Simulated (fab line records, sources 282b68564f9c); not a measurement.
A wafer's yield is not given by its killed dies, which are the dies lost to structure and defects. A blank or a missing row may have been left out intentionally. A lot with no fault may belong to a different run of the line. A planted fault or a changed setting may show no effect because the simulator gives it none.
Check of tool commonality :: flow rit cmos :: Lots sampled 14, wafers sampled 42

WHAT PROMPTED THE OPENING
On 2 of the 14 lots, a flag is raised at RIT_M1_CD_MEAS_09 on the reading cd nm. No-fault wafers: 2599.4 nm, standard deviation 2.2.
Rule: flag the lot when none of its wafers has a number, or when each of its wafers that has one lies beyond 4 standard deviations from that mean. As for the other lots, they are considered sound.

lot: L504
measured: day 3 10:16
on: cd sem-02
cd nm (nm), wafer by wafer: 2599.0 2599.3 2598.0
flag: 

lot: L505
measured: day 3 15:47
on: cd sem-02
cd nm (nm), wafer by wafer: 2599.8 2599.4 2598.1
flag: 

lot: L506
measured: day 3 17:35
on: cd sem-02
cd nm (nm), wafer by wafer: 2603.8 2601.8 2603.9
flag: 

lot: L507
measured: day 3 21:59
on: cd sem-02
cd nm (nm), wafer by wafer: 2596.6 2596.2 2597.1
flag: 

lot: L508
measured: day 4 05:02
on: cd sem-02
cd nm (nm), wafer by wafer: 2599.3 2598.2 2597.9
flag: 

lot: L509
measured: day 4 11:40
on: cd sem-01
cd nm (nm), wafer by wafer: 2599.4 2600.0 2597.5
flag: 

lot: L510
measured: day 4 13:49
on: cd sem-01
cd nm (nm), wafer by wafer: 2600.3 2599.5 2600.8
flag: 

lot: L511
measured: day 4 23:41
on: cd sem-01
cd nm (nm), wafer by wafer: 2601.2 2601.6 2603.7
flag: 

lot: L512
measured: day 5 02:58
on: cd sem-02
cd nm (nm), wafer by wafer: 2597.3 2598.5 2597.6
flag: 

lot: L513
measured: day 5 10:43
on: cd sem-02
cd nm (nm), wafer by wafer: 2599.5 2599.5 2598.8
flag: 

lot: L514
measured: day 5 15:32
on: cd sem-02
cd nm (nm), wafer by wafer: 2599.7 2599.1 2598.5
flag: 

lot: L515
measured: day 5 18:34
on: cd sem-02
cd nm (nm), wafer by wafer: 2604.8 2601.3 2602.1
flag: 

lot: L526
measured: day 7 22:21
on: cd sem-01
cd nm (nm), wafer by wafer: 2588.2 2589.6 2588.0
flag: FLAGGED

lot: L527
measured: day 8 05:53
on: cd sem-02
cd nm (nm), wafer by wafer: 2583.1 2585.7 2584.3
flag: FLAGGED
On average the flagged lots' numbers are 2586.5 nm, which is -12.9 nm against the usual, or -6 standard deviations.

WHICH TOOL EACH LOT WENT THROUGH
The record keeps 1 process step preceding the reading, out of 202 steps on the route. Every cell lists first the tool, next ch and the chambers used by the sampled wafers, and last the start.
lot: L504
flag: 
RIT_M1_DEVELOP_08: litho track-03 ch 0, day 3 10:00

lot: L505
flag: 
RIT_M1_DEVELOP_08: litho track-02 ch 0, day 3 15:00

lot: L506
flag: 
RIT_M1_DEVELOP_08: litho track-03 ch 0, day 3 17:00

lot: L507
flag: 
RIT_M1_DEVELOP_08: litho track-03 ch 0, day 3 21:00

lot: L508
flag: 
RIT_M1_DEVELOP_08: litho track-02 ch 0, day 4 04:00

lot: L509
flag: 
RIT_M1_DEVELOP_08: litho track-04 ch 0, day 4 11:00

lot: L510
flag: 
RIT_M1_DEVELOP_08: litho track-04 ch 0, day 4 13:00

lot: L511
flag: 
RIT_M1_DEVELOP_08: litho track-04 ch 0, day 4 23:00

lot: L512
flag: 
RIT_M1_DEVELOP_08: litho track-02 ch 0, day 5 02:00

lot: L513
flag: 
RIT_M1_DEVELOP_08: litho track-04 ch 0, day 5 10:00

lot: L514
flag: 
RIT_M1_DEVELOP_08: litho track-04 ch 0, day 5 15:00

lot: L515
flag: 
RIT_M1_DEVELOP_08: litho track-04 ch 0, day 5 18:00

lot: L526
flag: FLAGGED
RIT_M1_DEVELOP_08: litho track-02 ch 0, day 7 22:00

lot: L527
flag: FLAGGED
RIT_M1_DEVELOP_08: litho track-02 ch 0, day 8 05:00
What the steps here do:
- RIT_M1_DEVELOP_08: develop time 68 s.
- RIT_M1_CD_MEAS_09: target cd 2600 nm.

FLAGGED AGAINST TOTAL, ONE TOOL AT A TIME (gauges that did the reading follow at the end)
step: RIT_M1_DEVELOP_08
tool: litho track-02
lots run: 5
flagged: 2
share of the flagged lots: all
sound lots run after its first flagged lot: 0

step: RIT_M1_DEVELOP_08
tool: litho track-03
lots run: 3
flagged: 0
share of the flagged lots: none
sound lots run after its first flagged lot: -

step: RIT_M1_DEVELOP_08
tool: litho track-04
lots run: 6
flagged: 0
share of the flagged lots: none
sound lots run after its first flagged lot: -

step: RIT_M1_CD_MEAS_09
tool: cd sem-01
lots run: 4
flagged: 1
share of the flagged lots: some
sound lots run after its first flagged lot: 0

step: RIT_M1_CD_MEAS_09
tool: cd sem-02
lots run: 10
flagged: 1
share of the flagged lots: some
sound lots run after its first flagged lot: 0

WHAT THE TABLE ALLOWS
All flagged lots share 1 row of the table, namely litho track-02 at RIT_M1_DEVELOP_08.
- litho track-02 at RIT_M1_DEVELOP_08: 2 of its 5 lots flagged. It ran its last sound lot, L512, at day 5 02:00 and its first flagged lot, L526, at day 7 22:00: a fault with its onset between the two fits.
litho track-02 at RIT_M1_DEVELOP_08 is the single tool remaining.

WHAT THE SIMULATOR HAD PUT IN
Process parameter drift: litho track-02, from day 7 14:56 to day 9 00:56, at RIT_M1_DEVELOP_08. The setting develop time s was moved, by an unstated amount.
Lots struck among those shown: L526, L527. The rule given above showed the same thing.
